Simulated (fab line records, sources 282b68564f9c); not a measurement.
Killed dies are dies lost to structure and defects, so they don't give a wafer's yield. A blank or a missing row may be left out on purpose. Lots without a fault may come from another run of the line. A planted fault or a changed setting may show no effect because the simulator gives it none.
Split-lot experiment | flow rit_cmos | 5 lots, 23 wafers read, on a route of 202 steps

THE SPLIT
At RIT_FOX2_OXIDATION_00 (target thk 350.7 nm, ox time 1130 s), the setting temp_c was moved away from the recipe's 1100 C on 20 of the 23 wafers read, by -1.7% to +1.3%. The other wafers ran this setting at the recipe's value.

FROM THE SPLIT TO THE READING: what the file shows between them, 15 steps
- RIT_FOX2_THK_MEAS_01
- RIT_FOX2_CLEAN_02: cleans in dHF, time 180 s
- RIT_FOX2_WET_ETCH_03: etches Si3N4 in H3PO4, target depth 195 nm, time 2700 s
- RIT_FOX2_THK_MEAS_90
- RIT_NWELL_COAT_01: resist thk 1300 nm (also split here: resist_thk_nm)
- RIT_NWELL_SOFTBAKE_02: time 60 s
- RIT_NWELL_EXPOSE_03: exposes mask M2, target cd 43900 nm
- RIT_NWELL_DEVELOP_05: develop time 68 s
- RIT_NWELL_HARDBAKE_07: time 120 s
- RIT_PWELL_IMPLANT_08 (also split here: energy_kev)
- RIT_NRETRO_IMPLANT_08 (also split here: energy_kev)
- RIT_PRETRO_IMPLANT_08 (also split here: dose_cm2)
- RIT_PRETRO_STRIP_09: strips in O2, time 180 s
- RIT_PRETRO_TW_MEAS_10
- RIT_GATE_CLEAN_04: cleans in dHF, time 60 s (also split here: time_s)

THE READING
FIELD_OXIDE_LEFT_2_THK, in nm, at RIT_FOX2_THK_MEAS_91. Fault-free wafers of this fab line usually give 255 nm, standard deviation 5.8 nm.

wafer  | tool, chamber at the split | temp_c as run, C | against the recipe | FIELD_OXIDE_LEFT_2_THK, nm | against lot-mates on the recipe
L077.1 | -, -                       | 1081             | -1.7%              | 217                        | no lot-mate on the recipe
L077.2 | -, -                       | 1081             | -1.7%              | 217                        | no lot-mate on the recipe
L077.4 | -, -                       | 1081             | -1.7%              | 216                        | no lot-mate on the recipe
L077.5 | -, -                       | 1081             | -1.7%              | 218                        | no lot-mate on the recipe
L077.6 | -, -                       | 1081             | -1.7%              | 217                        | no lot-mate on the recipe
L079.2 | -, -                       | 1089             | -1.0%              | 245                        | no lot-mate on the recipe
L079.3 | -, -                       | 1089             | -1.0%              | 239                        | no lot-mate on the recipe
L079.4 | -, -                       | 1089             | -1.0%              | 244                        | no lot-mate on the recipe
L079.5 | -, -                       | 1089             | -1.0%              | 238                        | no lot-mate on the recipe
L079.6 | -, -                       | 1089             | -1.0%              | 242                        | no lot-mate on the recipe
L080.1 | furnace-03, 0              | 1100             | recipe             | 258                        | -
L080.4 | furnace-03, 0              | 1100             | recipe             | 254                        | -
L080.5 | furnace-03, 0              | 1100             | recipe             | 254                        | -
L081.2 | -, -                       | 1114             | +1.3%              | 278                        | no lot-mate on the recipe
L081.3 | -, -                       | 1114             | +1.3%              | 277                        | no lot-mate on the recipe
L081.4 | -, -                       | 1114             | +1.3%              | 276                        | no lot-mate on the recipe
L081.5 | -, -                       | 1114             | +1.3%              | 280                        | no lot-mate on the recipe
L081.6 | -, -                       | 1114             | +1.3%              | 281                        | no lot-mate on the recipe
L083.1 | -, -                       | 1112             | +1.1%              | 273                        | no lot-mate on the recipe
L083.2 | -, -                       | 1112             | +1.1%              | 273                        | no lot-mate on the recipe
L083.3 | -, -                       | 1112             | +1.1%              | 271                        | no lot-mate on the recipe
L083.4 | -, -                       | 1112             | +1.1%              | 277                        | no lot-mate on the recipe
L083.6 | -, -                       | 1112             | +1.1%              | 270                        | no lot-mate on the recipe

THE FIT
A straight line over all 23 wafers: FIELD_OXIDE_LEFT_2_THK changes by +18.8 nm for each +1% of temp_c; r = +0.98; the points scatter about the line by 4.5 nm.
Too few moved wafers have a lot-mate on the recipe to fit a line with each lot's own level taken away.

THE WHOLE CHAIN: every reading that the file lists as answering this split, in the file's order
step                  | what it does                        | reading                                                                           | change (the file's fit)              | r (the file's)
RIT_FOX2_OXIDATION_00 | target thk 350.7 nm, ox time 1130 s | SiO2_of_FOX2_OXIDATION_00.thk_nm (the simulator's own value, which no gauge read) | +18.4 nm for each +1% of the setting | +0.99
RIT_FOX2_THK_MEAS_01  |                                     | FOX2_OXIDE_THK                                                                    | +18.3 for each +1% of the setting    | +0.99
RIT_FOX2_THK_MEAS_90  |                                     | FIELD_OXIDE_LEFT_1_THK                                                            | +18.5 for each +1% of the setting    | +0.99
RIT_GATE_CLEAN_04     | cleans in dHF, time 60 s            | SiO2_of_FOX2_OXIDATION_00.thk_nm (the simulator's own value, which no gauge read) | +18.9 nm for each +1% of the setting | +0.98
RIT_FOX2_THK_MEAS_91  |                                     | FIELD_OXIDE_LEFT_2_THK                                                            | +18.9 for each +1% of the setting    | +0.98

THE FILE'S OWN FIT
FIELD_OXIDE_LEFT_2_THK changes by +18.9 nm for each +1% of temp_c, r = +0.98.
